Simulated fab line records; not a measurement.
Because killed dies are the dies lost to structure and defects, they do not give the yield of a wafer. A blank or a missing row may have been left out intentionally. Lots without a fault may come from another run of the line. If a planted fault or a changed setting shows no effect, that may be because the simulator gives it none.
Split-lot study || flow ritCmos || 23 wafers read from 5 lots, route of 202 steps

SPLIT DETAILS
At RIT_PRETRO_SOFTBAKE_02 (time 60 s), the setting tempC was moved away from the recipe's 90 C on 6 of the 23 wafers read, by -3.1% to +4.0%. The other wafers ran this setting at the recipe's value.

FROM THE SPLIT TO THE READING: what the file shows between them, 2 steps
- RIT_PRETRO_EXPOSE_03: exposes mask M5, target cd 43700 nm
- RIT_PRETRO_PEB_04

THE READING
NOVOLAK_of_PRETRO_COAT_01.thkNm (the simulator's own value, which no gauge read), in nm, at RIT_PRETRO_DEVELOP_05 (develop time 68 s). There is no usual value for it anywhere in the file. Across the 17 wafers here that went through the recipe, the average is 1296 nm and the standard deviation 3 nm.

{"wafer": "L076.2", "tool, chamber at the split": "lithoTrack-02, 0", "tempC as run, C": 90, "against the recipe": "recipe", "NOVOLAK_of_PRETRO_COAT_01.thkNm, nm": 1298, "against lot-mates on the recipe": "-"}
{"wafer": "L076.6", "tool, chamber at the split": "lithoTrack-02, 0", "tempC as run, C": 90, "against the recipe": "recipe", "NOVOLAK_of_PRETRO_COAT_01.thkNm, nm": 1298, "against lot-mates on the recipe": "-"}
{"wafer": "L076.3", "tool, chamber at the split": "lithoTrack-02, 0", "tempC as run, C": 87.31, "against the recipe": "-3.0%", "NOVOLAK_of_PRETRO_COAT_01.thkNm, nm": 1311, "against lot-mates on the recipe": "+13"}
{"wafer": "L076.4", "tool, chamber at the split": "lithoTrack-02, 0", "tempC as run, C": 87.31, "against the recipe": "-3.0%", "NOVOLAK_of_PRETRO_COAT_01.thkNm, nm": 1306, "against lot-mates on the recipe": "+8"}
{"wafer": "L076.5", "tool, chamber at the split": "lithoTrack-02, 0", "tempC as run, C": 90, "against the recipe": "recipe", "NOVOLAK_of_PRETRO_COAT_01.thkNm, nm": 1297, "against lot-mates on the recipe": "-"}
{"wafer": "L082.1", "tool, chamber at the split": "lithoTrack-04, 0", "tempC as run, C": 93.59, "against the recipe": "+4.0%", "NOVOLAK_of_PRETRO_COAT_01.thkNm, nm": 1287, "against lot-mates on the recipe": -14}
{"wafer": "L082.2", "tool, chamber at the split": "lithoTrack-04, 0", "tempC as run, C": 90, "against the recipe": "recipe", "NOVOLAK_of_PRETRO_COAT_01.thkNm, nm": 1301, "against lot-mates on the recipe": "-"}
{"wafer": "L082.3", "tool, chamber at the split": "lithoTrack-04, 0", "tempC as run, C": 90, "against the recipe": "recipe", "NOVOLAK_of_PRETRO_COAT_01.thkNm, nm": 1299, "against lot-mates on the recipe": "-"}
{"wafer": "L082.4", "tool, chamber at the split": "lithoTrack-04, 0", "tempC as run, C": 93.59, "against the recipe": "+4.0%", "NOVOLAK_of_PRETRO_COAT_01.thkNm, nm": 1288, "against lot-mates on the recipe": -13}
{"wafer": "L082.6", "tool, chamber at the split": "lithoTrack-04, 0", "tempC as run, C": 90, "against the recipe": "recipe", "NOVOLAK_of_PRETRO_COAT_01.thkNm, nm": 1302, "against lot-mates on the recipe": "-"}
{"wafer": "L083.1", "tool, chamber at the split": "lithoTrack-02, 0", "tempC as run, C": 90, "against the recipe": "recipe", "NOVOLAK_of_PRETRO_COAT_01.thkNm, nm": 1295, "against lot-mates on the recipe": "-"}
{"wafer": "L083.2", "tool, chamber at the split": "lithoTrack-02, 0", "tempC as run, C": 90, "against the recipe": "recipe", "NOVOLAK_of_PRETRO_COAT_01.thkNm, nm": 1296, "against lot-mates on the recipe": "-"}
{"wafer": "L083.3", "tool, chamber at the split": "lithoTrack-02, 0", "tempC as run, C": 87.18, "against the recipe": "-3.1%", "NOVOLAK_of_PRETRO_COAT_01.thkNm, nm": 1303, "against lot-mates on the recipe": "+8"}
{"wafer": "L083.4", "tool, chamber at the split": "lithoTrack-02, 0", "tempC as run, C": 87.18, "against the recipe": "-3.1%", "NOVOLAK_of_PRETRO_COAT_01.thkNm, nm": 1304, "against lot-mates on the recipe": "+9"}
{"wafer": "L083.5", "tool, chamber at the split": "lithoTrack-02, 0", "tempC as run, C": 90, "against the recipe": "recipe", "NOVOLAK_of_PRETRO_COAT_01.thkNm, nm": 1293, "against lot-mates on the recipe": "-"}
{"wafer": "L084.1", "tool, chamber at the split": "lithoTrack-02, 0", "tempC as run, C": 90, "against the recipe": "recipe", "NOVOLAK_of_PRETRO_COAT_01.thkNm, nm": 1295, "against lot-mates on the recipe": "-"}
{"wafer": "L084.2", "tool, chamber at the split": "lithoTrack-02, 0", "tempC as run, C": 90, "against the recipe": "recipe", "NOVOLAK_of_PRETRO_COAT_01.thkNm, nm": 1291, "against lot-mates on the recipe": "-"}
{"wafer": "L084.3", "tool, chamber at the split": "lithoTrack-02, 0", "tempC as run, C": 90, "against the recipe": "recipe", "NOVOLAK_of_PRETRO_COAT_01.thkNm, nm": 1294, "against lot-mates on the recipe": "-"}
{"wafer": "L085.2", "tool, chamber at the split": "lithoTrack-04, 0", "tempC as run, C": 90, "against the recipe": "recipe", "NOVOLAK_of_PRETRO_COAT_01.thkNm, nm": 1293, "against lot-mates on the recipe": "-"}
{"wafer": "L085.3", "tool, chamber at the split": "lithoTrack-04, 0", "tempC as run, C": 90, "against the recipe": "recipe", "NOVOLAK_of_PRETRO_COAT_01.thkNm, nm": 1297, "against lot-mates on the recipe": "-"}
{"wafer": "L085.4", "tool, chamber at the split": "lithoTrack-04, 0", "tempC as run, C": 90, "against the recipe": "recipe", "NOVOLAK_of_PRETRO_COAT_01.thkNm, nm": 1294, "against lot-mates on the recipe": "-"}
{"wafer": "L085.6", "tool, chamber at the split": "lithoTrack-04, 0", "tempC as run, C": 90, "against the recipe": "recipe", "NOVOLAK_of_PRETRO_COAT_01.thkNm, nm": 1294, "against lot-mates on the recipe": "-"}
{"wafer": "L085.5", "tool, chamber at the split": "lithoTrack-04, 0", "tempC as run, C": 90, "against the recipe": "recipe", "NOVOLAK_of_PRETRO_COAT_01.thkNm, nm": 1300, "against lot-mates on the recipe": "-"}

THE FIT
A straight line over all 23 wafers: NOVOLAK_of_PRETRO_COAT_01.thkNm changes by -2.69 nm for each +1% of tempC; r = -0.84; the points scatter about the line by 3.1 nm.
The same after taking each lot's own level away (the mean of its wafers on the recipe; 23 wafers): -3.25 nm for each +1%; r = -0.95; scatter 1.8 nm.
That fit puts the effect of the largest move of tempC on the reading at 13 nm.
Across the lots, their own levels run from 1293.3 to 1300.7 nm, a range of 2.5 times the standard deviation given above.
Thus the slope moves with the lot-to-lot level: the two fits are different.
Check: with one of the wafers moved furthest among these (+4.0%) left out of the fit, the line predicts -12.7 nm for it against its lot-mates. Against them it came out at -13.7 nm.

THESE WAFERS: OTHER SPLITS
Note: prior to the reading, these wafers also went through further splits. Each is held against what the fit with the lots' levels taken away leaves over:
{"other split on the same wafers": "RIT_ACTIVE_CVD_03 nh3FlowSccm", "wafers away from the commonest value": 18, "r with NOVOLAK_of_PRETRO_COAT_01.thkNm (lot level and that fit taken away)": "+0.04"}
{"other split on the same wafers": "RIT_FOX1_OXIDATION_00 oxTimeS", "wafers away from the commonest value": 18, "r with NOVOLAK_of_PRETRO_COAT_01.thkNm (lot level and that fit taken away)": -0.10}
{"other split on the same wafers": "RIT_NWELL_COAT_01 spinRpm", "wafers away from the commonest value": 5, "r with NOVOLAK_of_PRETRO_COAT_01.thkNm (lot level and that fit taken away)": -0.15}
{"other split on the same wafers": "RIT_NWELL_IMPLANT_08 doseCm2", "wafers away from the commonest value": 9, "r with NOVOLAK_of_PRETRO_COAT_01.thkNm (lot level and that fit taken away)": -0.10}
{"other split on the same wafers": "RIT_PWELL_IMPLANT_08 doseCm2", "wafers away from the commonest value": 7, "r with NOVOLAK_of_PRETRO_COAT_01.thkNm (lot level and that fit taken away)": "+0.03"}

THE FILE'S OWN FIT
NOVOLAK_of_PRETRO_COAT_01.thkNm changes by -3.28 nm for each +1% of tempC, r = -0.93.
